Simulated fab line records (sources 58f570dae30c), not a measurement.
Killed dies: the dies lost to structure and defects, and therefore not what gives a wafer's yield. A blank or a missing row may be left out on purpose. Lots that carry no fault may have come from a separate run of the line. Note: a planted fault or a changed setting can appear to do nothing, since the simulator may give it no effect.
8D (eight disciplines) problem report, filled in by code -- flow berkeleyCmos170 -- the parts of the form that need people (team, actions taken, sign-off) are left out

== 1. WHAT IS WRONG ==
Wafers without a fault read 448.0 W, standard deviation 1.4; rfFwdPowerW at UCB170_ACTIVE_ETCH_15 reads a mean of 375.9 W on 2 wafers belonging to 2 lots. That puts it -51 standard deviations away from the usual mean.
The step: etches Si3N4 in CH3F/Ar/O2, stops on SiO2, target depth 242 nm, time 151 s.
Seen first at day 9 02:42 on rieDiel-03, wafer L763.3. The record holds 40 wafers of 14 lots with a number at this step. Rule for "out" (also "out of limits"): further than 4 standard deviations from the usual mean. The other wafers with a number count as sound.

== 2. WHAT IT IS; WHAT IT IS NOT ==
question,is,is not
which readings at this step,rfFwdPowerW,"drypumpMotorCurrentA, throttleValvePct"
which lots,"L763, L766","L747, L749, L750, L751, L752, L753, L756, L757, L760, L762, L764, L765"
which wafers of those lots,"L763.3, L766.3","L763.5, L766.1"
read on which tools,rieDiel-03,"rieDiel-01, rieDiel-04"
when,from day 9 02:42,up to then (37 sound wafers); but 1 sound wafer of L766 came after

== 3. THE SUSPECTS, EACH WITH WHAT RULES IT OUT ==
Counting: any tool at a process step up to the reading remains a suspect provided it ran every lot that is out. Sound lots after the first of them don't rule it out here, since some wafers of a struck lot are sound.
- rieDiel-03 at UCB170_ACTIVE_ETCH_15 (etches Si3N4 in CH3F/Ar/O2, stops on SiO2, target depth 242 nm, time 151 s): kept. It processed each lot that is out (first: L763, day 9 02:42); up to then, its last sound lot is L764 (day 9 01:59). Its own rfFwdPowerW readings are out on those wafers.
- At UCB170_ACTIVE_ETCH_15, inside rieDiel-03: chamber 0 took the wafers that are out, while their sound lot-mates went through chambers 1, 2.
The count leaves rieDiel-03 at UCB170_ACTIVE_ETCH_15.

== 4. THE CAUSE (what the simulator had put in) ==
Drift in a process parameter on rieDiel-03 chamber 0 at UCB170_ACTIVE_ETCH_15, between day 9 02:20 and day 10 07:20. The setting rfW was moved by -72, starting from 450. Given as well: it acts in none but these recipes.
The count eliminated every tool but this one.

== 5. THE CHAIN OF EFFECTS, in route order ==
Each row: a reading whose mean over the struck wafers that have a number lies more than 3 standard deviations from the usual. Only readings whose record carries a usual standard deviation are examined. hours: median over the lots of the time between each lot's start at the first step of this table that gives one and its start at this step. sigmas: the change, counted in usual standard deviations.
hours,step,reading,usual,on struck wafers,change,sigmas
0,UCB170_ACTIVE_ETCH_15,rfFwdPowerW,448.0 W,375.9,-72.1,-51
It contains these process steps:
- UCB170_ACTIVE_ETCH_15: etches Si3N4 in CH3F/Ar/O2, stops on SiO2, target depth 242 nm, time 151 s.

== 6. WHAT WOULD HAVE CAUGHT IT SOONER ==
First out-of-limits reading in this record: day 9 02:42, which is 0 hours after fault onset at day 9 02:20.
